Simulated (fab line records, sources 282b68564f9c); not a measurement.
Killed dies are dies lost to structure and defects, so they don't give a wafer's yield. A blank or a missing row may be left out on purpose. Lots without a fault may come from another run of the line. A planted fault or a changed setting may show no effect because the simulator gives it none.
Which tool did it? | flow rit_cmos | 14 lots, 42 wafers sampled, at 4 steps of a route of 202

WHAT THE GAUGES READ, wafer by wafer
RIT_FOX2_THK_MEAS_01.
lot  | measured    | on            | FOX2_OXIDE_THK (nm)
L347 | day 1 19:04 | film_metro-01 | 356 359 349
L349 | day 2 08:36 | film_metro-01 | 353 357 353
L350 | day 2 12:34 | film_metro-01 | 348 347 348
L351 | day 2 19:43 | film_metro-01 | 338 343 344
L352 | day 2 22:30 | film_metro-02 | 348 345 349
L353 | day 3 02:02 | film_metro-01 | 357 356 357
L357 | day 3 21:50 | film_metro-01 | 321 320 317
L359 | day 4 08:42 | film_metro-01 | 328 328 325
L362 | day 4 23:56 | film_metro-02 | 353 346 349
L364 | day 5 08:06 | film_metro-03 | 353 348 350
L366 | day 5 18:09 | film_metro-01 | 347 353 347
L367 | day 5 23:59 | film_metro-03 | 345 349 346
L368 | day 6 04:56 | film_metro-02 | 343 347 341
L369 | day 6 12:49 | film_metro-01 | 356 345 356

RIT_FOX2_THK_MEAS_90.
lot  | measured    | on            | FIELD_OXIDE_LEFT_1_THK (nm)
L347 | day 1 19:56 | film_metro-01 | 328 331 322
L349 | day 2 09:29 | film_metro-02 | 325 329 326
L350 | day 2 13:27 | film_metro-01 | 320 320 320
L351 | day 2 20:35 | film_metro-02 | 311 316 317
L352 | day 2 23:22 | film_metro-02 | 321 317 322
L353 | day 3 02:55 | film_metro-01 | 329 329 329
L357 | day 3 22:47 | film_metro-01 | 294 293 290
L359 | day 4 09:35 | film_metro-01 | 301 300 298
L362 | day 5 00:49 | film_metro-02 | 325 320 323
L364 | day 5 08:59 | film_metro-02 | 325 321 323
L366 | day 5 19:02 | film_metro-01 | 319 325 320
L367 | day 6 01:01 | film_metro-02 | 318 322 318
L368 | day 6 05:57 | film_metro-03 | 316 320 313
L369 | day 6 13:46 | film_metro-01 | 329 318 329

RIT_FOX2_THK_MEAS_91.
lot  | measured    | on            | FIELD_OXIDE_LEFT_2_THK (nm)
L347 | day 2 08:27 | film_metro-02 | 259 263 253
L349 | day 2 21:47 | film_metro-03 | 257 261 258
L350 | day 3 03:04 | film_metro-02 | 252 252 252
L351 | day 3 09:01 | film_metro-03 | 243 248 250
L352 | day 3 12:50 | film_metro-03 | 253 249 254
L353 | day 3 16:44 | film_metro-01 | 261 261 261
L357 | day 4 12:05 | film_metro-02 | 226 225 222
L359 | day 4 23:29 | film_metro-01 | 234 233 231
L362 | day 5 13:14 | film_metro-01 | 257 251 255
L364 | day 5 21:33 | film_metro-01 | 258 253 255
L366 | day 6 08:40 | film_metro-03 | 251 257 252
L367 | day 6 15:04 | film_metro-01 | 249 254 250
L368 | day 6 19:43 | film_metro-01 | 249 252 246
L369 | day 7 02:58 | film_metro-01 | 261 249 260

WHICH TOOL RAN EACH LOT (tool, then ch and the chambers of the sampled wafers, then the start)
lot  | RIT_FOX2_OXIDATION_00
L347 | furnace-01 ch 0, day 1 17:44
L349 | furnace-01 ch 0, day 2 07:17
L350 | furnace-03 ch 0, day 2 11:15
L351 | furnace-04 ch 0, day 2 18:22
L352 | furnace-04 ch 0, day 2 21:10
L353 | furnace-01 ch 0, day 3 00:43
L357 | furnace-04 ch 0, day 3 20:31
L359 | furnace-04 ch 0, day 4 07:23
L362 | furnace-03 ch 0, day 4 22:37
L364 | furnace-01 ch 0, day 5 06:47
L366 | furnace-01 ch 0, day 5 16:50
L367 | furnace-03 ch 0, day 5 22:41
L368 | furnace-01 ch 0, day 6 03:37
L369 | furnace-03 ch 0, day 6 11:30
- RIT_FOX2_OXIDATION_00: target thk 350.7 nm, ox time 1130 s.

WHAT THE TOOLS THEMSELVES READ (means of the sampled wafers that have a number; where no wafer has one, the mark that the record gives instead)
The record holds no such reading with a usual standard deviation.

THE ANSWER, worked out from the rows above alone
Rule: what is usual is taken from the lots themselves. Put in order of their means at a reading, lots are off if they are a third of the lots or fewer, leave a main group of 4 or more, and stand apart from it by a gap of 3 or more times the standard deviation of the main group's means; of several such gaps the widest counts. A main group whose means are all the same, to the digits that the tables above print for the reading, isn't used. A lot without any number at a reading at which 4 lots or more have one is off too. The other lots that the step has rows for count as sound. The gauges are gone through in route order, then the tools' own readings, and for those a lot's mean is taken as printed above. The first step at which some lot is off is used, and at that step the reading that is off furthest; a lot without a number counts as furthest.
Off: L357, L359, at RIT_FOX2_THK_MEAS_01 (FOX2_OXIDE_THK). The main group: mean 349 nm, standard deviation 4.3.
A tool fits if, at a process step before that reading, it ran every lot that is off, and no sound lot after the first of them. The gauges at RIT_FOX2_THK_MEAS_01 are tried like those tools. One fits: furnace-04 at RIT_FOX2_OXIDATION_00. Its last sound lot is L352 (day 2 21:10), its first lot that is off L357 (day 3 20:31): a fault that began between those two fits.

WHAT THE SIMULATOR HAD PUT IN
Process parameter drift: furnace-04, from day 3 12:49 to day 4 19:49, at RIT_FOX2_OXIDATION_00. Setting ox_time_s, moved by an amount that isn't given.
Lots struck among those shown: L357, L359. The rule above found the same.
